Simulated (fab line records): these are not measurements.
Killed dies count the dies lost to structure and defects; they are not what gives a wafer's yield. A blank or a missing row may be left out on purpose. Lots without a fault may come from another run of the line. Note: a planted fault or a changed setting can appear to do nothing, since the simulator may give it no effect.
Which tool did it? | flow rit cmos | 7 lots with 21 wafers sampled at 3 steps, on a route of 202 steps

WHAT THE GAUGES SHOWED, per wafer
RIT_GATE_THK_MEAS_07.
lot  | measured    | on            | GATE_OXIDE_THK (nm)
L260 | day 2 15:37 | film metro-01 | 2.99 3.04 3.00
L262 | day 3 03:03 | film metro-01 | 2.95 2.93 3.01
L265 | day 3 19:46 | film metro-04 | 3.17 3.02 3.10
L267 | day 4 11:12 | film metro-04 | 5.19 5.16 5.16 5.11 5.17 5.15
L270 | day 5 02:29 | film metro-01 | 4.95 4.97 4.93 4.93 4.97 4.84
L272 | day 5 09:20 | film metro-02 | 5.31 5.24 5.28 5.29 5.27 5.27
L280 | day 7 09:07 | film metro-04 | 2.97 2.87 2.97

EACH LOT AND THE TOOL THAT RAN IT (in order: tool; ch and the chambers of the sampled wafers; start)
lot  | RIT_ACTIVE_STRIP_14                 | RIT_GATE_OXIDATION_05
L260 | plasma asher-02 ch 0, day 1 20:45   | furnace-01 ch 0, day 2 13:16
L262 | plasma asher-01 ch 0,1, day 2 05:54 | furnace-04 ch 0, day 3 01:42
L265 | plasma asher-04 ch 0,1, day 2 21:41 | furnace-01 ch 0, day 3 16:46
L267 | plasma asher-01 ch 0,1, day 3 07:19 | furnace-01 ch 0, day 4 06:33 and furnace-03 ch 0, day 4 09:38
L270 | plasma asher-01 ch 0,1, day 3 22:21 | furnace-03 ch 0, day 4 22:27
L272 | plasma asher-04 ch 0,1, day 4 08:38 | furnace-04 ch 0, day 5 06:03 and furnace-03 ch 0, day 5 07:31
L280 | plasma asher-01 ch 0,1, day 6 00:22 | furnace-01 ch 0, day 7 05:52
- RIT_ACTIVE_STRIP_14: strips in O2, time 180 s.
- RIT_GATE_OXIDATION_05: target thk 3 nm, ox time 270 s.

THE ANSWER, worked out from the rows above alone
Rule: the lots themselves supply what counts as usual. Put in order of their means at a reading, lots are off if they are a third of the lots or fewer, leave a main group of 4 or more, and stand apart from it by a gap of 3 or more times the standard deviation of the main group's means; of several such gaps the widest counts. Not used: any main group whose means are identical at the precision the tables above print for the reading. A lot without any number at a reading at which 4 lots or more have one is off too. Any other lot the step has rows for is counted as sound.
No lot is off at any reading shown: from this, nothing can be told.

WHAT WAS PUT IN BY THE SIMULATOR
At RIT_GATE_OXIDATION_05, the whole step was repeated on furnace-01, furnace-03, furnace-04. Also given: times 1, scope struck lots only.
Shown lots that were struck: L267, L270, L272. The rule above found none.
